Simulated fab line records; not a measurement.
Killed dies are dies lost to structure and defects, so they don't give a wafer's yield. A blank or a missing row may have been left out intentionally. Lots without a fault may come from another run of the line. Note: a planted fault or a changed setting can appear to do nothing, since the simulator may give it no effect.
Split-lot experiment    flow ritCmos    route with 202 steps; 5 lots, 23 wafers read

== THE SPLIT ==
At RIT_M1_COAT_04 (resist thk 1300 nm), the setting spinRpm was moved away from the recipe's 2000 rpm on 7 of the 23 wafers read, by +5.8% to +7.1%. The other wafers ran this setting at the recipe's value.

The file shows no step between the split and the reading.

== THE READING ==
NOVOLAK_of_M1_COAT_04.thkNm (the simulator's own value, which no gauge read), in nm, at RIT_M1_SOFTBAKE_05 (time 60 s). No usual value for it is given in the file. Across the 16 wafers here that went through the recipe, the average is 1300 nm and the standard deviation 6.2 nm.

wafer   tool, chamber at the split  spinRpm as run, rpm  against the recipe  NOVOLAK_of_M1_COAT_04.thkNm, nm  against lot-mates on the recipe
L078.2  lithoTrack-02, 0            2000                 recipe              1307                             -
L078.4  lithoTrack-02, 0            2000                 recipe              1307                             -
L078.3  lithoTrack-02, 0            2000                 recipe              1308                             -
L078.5  lithoTrack-02, 0            2000                 recipe              1304                             -
L078.6  lithoTrack-02, 0            2000                 recipe              1310                             -
L080.2  lithoTrack-01, 0            2000                 recipe              1296                             -
L080.4  lithoTrack-01, 0            2000                 recipe              1296                             -
L080.6  lithoTrack-01, 0            2000                 recipe              1302                             -
L082.1  lithoTrack-01, 0            2000                 recipe              1289                             -
L082.2  lithoTrack-01, 0            2000                 recipe              1294                             -
L082.3  lithoTrack-01, 0            2000                 recipe              1290                             -
L082.4  lithoTrack-01, 0            2122                 +6.1%               1253                             -38
L082.5  lithoTrack-01, 0            2122                 +6.1%               1261                             -30
L083.1  lithoTrack-01, 0            2000                 recipe              1298                             -
L083.2  lithoTrack-01, 0            2115                 +5.8%               1263                             -35
L083.3  lithoTrack-01, 0            2000                 recipe              1299                             -
L083.4  lithoTrack-01, 0            2115                 +5.8%               1261                             -37
L083.6  lithoTrack-01, 0            2000                 recipe              1297                             -
L084.2  lithoTrack-01, 0            2000                 recipe              1301                             -
L084.3  lithoTrack-01, 0            2143                 +7.1%               1260                             -43
L084.4  lithoTrack-01, 0            2143                 +7.1%               1261                             -42
L084.5  lithoTrack-01, 0            2143                 +7.1%               1262                             -41
L084.6  lithoTrack-01, 0            2000                 recipe              1305                             -

FIT RESULTS
A straight line over all 23 wafers: NOVOLAK_of_M1_COAT_04.thkNm changes by -6.12 nm for each +1% of spinRpm; r = -0.95; the points scatter about the line by 6.2 nm.
The same after taking each lot's own level away (the mean of its wafers on the recipe; 23 wafers): -5.88 nm for each +1%; r = -0.99; scatter 2.4 nm.
The reading moves by 42 nm for the largest change in spinRpm, on that fit.
Across the lots, their own levels run from 1291.0 to 1307.2 nm, a range of 2.6 times the standard deviation given above.
Hence the lot-to-lot level has little effect on the slope; both slopes agree.
Check: -41.9 nm against its lot-mates is what the line predicts for one of the wafers moved furthest among these (+7.1%) when that wafer is left out of the fit. Against them it came out at -43 nm.

== FURTHER SPLITS ON THESE WAFERS ==
These wafers also went through other splits before the reading. Each is held against what the fit with the lots' levels taken away leaves over:
other split on the same wafers   wafers away from the commonest value  r with NOVOLAK_of_M1_COAT_04.thkNm (lot level and that fit taken away)
RIT_GATE_ETCH_19 timeS           7                                     -0.32
RIT_NLDD_IMPLANT_08 energyKev    9                                     -0.14
RIT_PLDD_COAT_01 spinRpm         9                                     -0.16
RIT_PLDD_IMPLANT_08 energyKev    8                                     +0.20
RIT_SPACER_CVD_03 pressureMtorr  18                                    -0.05
RIT_NSD_IMPLANT_08 doseCm2       11                                    +0.01
RIT_PSD_IMPLANT_08 energyKev     9                                     +0.08

== THE WHOLE CHAIN: every reading that the file lists as answering this split, in the file's order ==
step                what it does        reading                                                                       change (the file's fit)               r (the file's)
RIT_M1_COAT_04      resist thk 1300 nm  NOVOLAK_of_M1_COAT_04.thkNm (the simulator's own value, which no gauge read)  -5.97 nm for each +1% of the setting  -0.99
RIT_M1_SOFTBAKE_05  time 60 s           NOVOLAK_of_M1_COAT_04.thkNm (the simulator's own value, which no gauge read)  -5.88 nm for each +1% of the setting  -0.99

== THE FILE'S OWN FIT ==
NOVOLAK_of_M1_COAT_04.thkNm changes by -5.88 nm for each +1% of spinRpm, r = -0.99.
